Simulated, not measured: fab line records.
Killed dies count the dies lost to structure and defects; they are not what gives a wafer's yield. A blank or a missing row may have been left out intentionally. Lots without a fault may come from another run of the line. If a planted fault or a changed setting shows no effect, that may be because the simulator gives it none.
Tool commonality check || flow ritCmos || 42 wafers sampled across 14 lots

== REASON IT WAS OPENED ==
2 of 14 lots carry a flag on the reading CONTACT_OVL at RIT_CONTACT_OVL_MEAS_09. No-fault wafers: 0.7 nm, standard deviation 1.3.
Rule: a lot gets a flag if all its wafers with a number sit over 4 standard deviations from that mean, or if no wafer of it has a number. As for the other lots, they are considered sound.

{"lot": "L199", "measured": "day 3 07:18", "on": "overlay-02", "CONTACT_OVL (nm), wafer by wafer": "0.4 2.2 1.4", "flag": ""}
{"lot": "L200", "measured": "day 3 14:31", "on": "overlay-02", "CONTACT_OVL (nm), wafer by wafer": "0.0 2.2 1.3", "flag": ""}
{"lot": "L203", "measured": "day 4 05:16", "on": "overlay-01", "CONTACT_OVL (nm), wafer by wafer": "1.1 4.0 0.8", "flag": ""}
{"lot": "L204", "measured": "day 4 06:22", "on": "overlay-01", "CONTACT_OVL (nm), wafer by wafer": "0.5 1.9 1.9", "flag": ""}
{"lot": "L205", "measured": "day 4 09:53", "on": "overlay-02", "CONTACT_OVL (nm), wafer by wafer": "0.8 1.2 1.2", "flag": ""}
{"lot": "L207", "measured": "day 4 20:22", "on": "overlay-02", "CONTACT_OVL (nm), wafer by wafer": "1.7 0.8 0.3", "flag": ""}
{"lot": "L209", "measured": "day 5 08:05", "on": "overlay-02", "CONTACT_OVL (nm), wafer by wafer": "-0.1 0.3 -0.4", "flag": ""}
{"lot": "L210", "measured": "day 5 12:22", "on": "overlay-01", "CONTACT_OVL (nm), wafer by wafer": "0.2 0.6 -0.4", "flag": ""}
{"lot": "L211", "measured": "day 5 17:41", "on": "overlay-01", "CONTACT_OVL (nm), wafer by wafer": "-0.1 1.7 0.8", "flag": ""}
{"lot": "L212", "measured": "day 5 22:10", "on": "overlay-02", "CONTACT_OVL (nm), wafer by wafer": "174.0 174.5 173.2", "flag": "FLAGGED"}
{"lot": "L214", "measured": "day 6 07:04", "on": "overlay-01", "CONTACT_OVL (nm), wafer by wafer": "3.3 -0.7 -0.8", "flag": ""}
{"lot": "L215", "measured": "day 6 12:48", "on": "overlay-02", "CONTACT_OVL (nm), wafer by wafer": "173.3 173.3 173.5", "flag": "FLAGGED"}
{"lot": "L220", "measured": "day 8 00:41", "on": "overlay-01", "CONTACT_OVL (nm), wafer by wafer": "-1.6 0.0 -1.0", "flag": ""}
{"lot": "L222", "measured": "day 8 07:48", "on": "overlay-01", "CONTACT_OVL (nm), wafer by wafer": "1.8 0.9 1.1", "flag": ""}
On average the flagged lots read 173.6 nm, which is +172.9 nm against the usual, or +99 or more standard deviations.

== TOOL THAT RAN EACH LOT ==
The record holds 1 process step before the reading, out of a route of 202 steps. Cell contents, in order: the tool; ch with the chambers the sampled wafers went through; the start.
{"lot": "L199", "flag": "", "RIT_CONTACT_EXPOSE_05": "ilineStepper-01 ch 0, day 3 06:41"}
{"lot": "L200", "flag": "", "RIT_CONTACT_EXPOSE_05": "ilineStepper-01 ch 0, day 3 13:52"}
{"lot": "L203", "flag": "", "RIT_CONTACT_EXPOSE_05": "ilineStepper-01 ch 0, day 4 04:38"}
{"lot": "L204", "flag": "", "RIT_CONTACT_EXPOSE_05": "ilineStepper-02 ch 0, day 4 05:45"}
{"lot": "L205", "flag": "", "RIT_CONTACT_EXPOSE_05": "ilineStepper-01 ch 0, day 4 09:11"}
{"lot": "L207", "flag": "", "RIT_CONTACT_EXPOSE_05": "ilineStepper-01 ch 0, day 4 19:44"}
{"lot": "L209", "flag": "", "RIT_CONTACT_EXPOSE_05": "ilineStepper-01 ch 0, day 5 07:26"}
{"lot": "L210", "flag": "", "RIT_CONTACT_EXPOSE_05": "ilineStepper-01 ch 0, day 5 11:44"}
{"lot": "L211", "flag": "", "RIT_CONTACT_EXPOSE_05": "ilineStepper-01 ch 0, day 5 17:03"}
{"lot": "L212", "flag": "FLAGGED", "RIT_CONTACT_EXPOSE_05": "ilineStepper-01 ch 0, day 5 21:34"}
{"lot": "L214", "flag": "", "RIT_CONTACT_EXPOSE_05": "ilineStepper-02 ch 0, day 6 06:26"}
{"lot": "L215", "flag": "FLAGGED", "RIT_CONTACT_EXPOSE_05": "ilineStepper-01 ch 0, day 6 12:11"}
{"lot": "L220", "flag": "", "RIT_CONTACT_EXPOSE_05": "ilineStepper-02 ch 0, day 8 00:03"}
{"lot": "L222", "flag": "", "RIT_CONTACT_EXPOSE_05": "ilineStepper-02 ch 0, day 8 07:10"}
These steps, and what they do:
- RIT_CONTACT_EXPOSE_05: exposes mask M11, target cd 1000 nm.
- RIT_CONTACT_OVL_MEAS_09

== FLAGGED AGAINST TOTAL, ONE TOOL AT A TIME (gauges that did the reading follow at the end) ==
{"step": "RIT_CONTACT_EXPOSE_05", "tool": "ilineStepper-01", "lots run": 10, "flagged": 2, "share of the flagged lots": "all", "sound lots run after its first flagged lot": 0}
{"step": "RIT_CONTACT_EXPOSE_05", "tool": "ilineStepper-02", "lots run": 4, "flagged": 0, "share of the flagged lots": "none", "sound lots run after its first flagged lot": "-"}
{"step": "RIT_CONTACT_OVL_MEAS_09", "tool": "overlay-01", "lots run": 7, "flagged": 0, "share of the flagged lots": "none", "sound lots run after its first flagged lot": "-"}
{"step": "RIT_CONTACT_OVL_MEAS_09", "tool": "overlay-02", "lots run": 7, "flagged": 2, "share of the flagged lots": "all", "sound lots run after its first flagged lot": 0}

== WHAT THE TABLE PERMITS ==
In 2 table rows, all flagged lots were run: ilineStepper-01 (RIT_CONTACT_EXPOSE_05), overlay-02 (RIT_CONTACT_OVL_MEAS_09).
- ilineStepper-01 at RIT_CONTACT_EXPOSE_05 ran 10 lots, 2 of them flagged. Its last sound lot is L211 (day 5 17:03), its first flagged lot L212 (day 5 21:34): a fault that began between those two fits.
- overlay-02 at RIT_CONTACT_OVL_MEAS_09 ran 7 lots, 2 of them flagged. Its last sound lot is L209 (day 5 08:05), its first flagged lot L212 (day 5 22:10): a fault that began between those two fits.
These 2 tools cannot be told apart by counting lots, since each of them fits a fault that started at some hour. More lots, or a look at what each step does to the wafer, might.

== WHAT HAD BEEN PUT IN BY THE SIMULATOR ==
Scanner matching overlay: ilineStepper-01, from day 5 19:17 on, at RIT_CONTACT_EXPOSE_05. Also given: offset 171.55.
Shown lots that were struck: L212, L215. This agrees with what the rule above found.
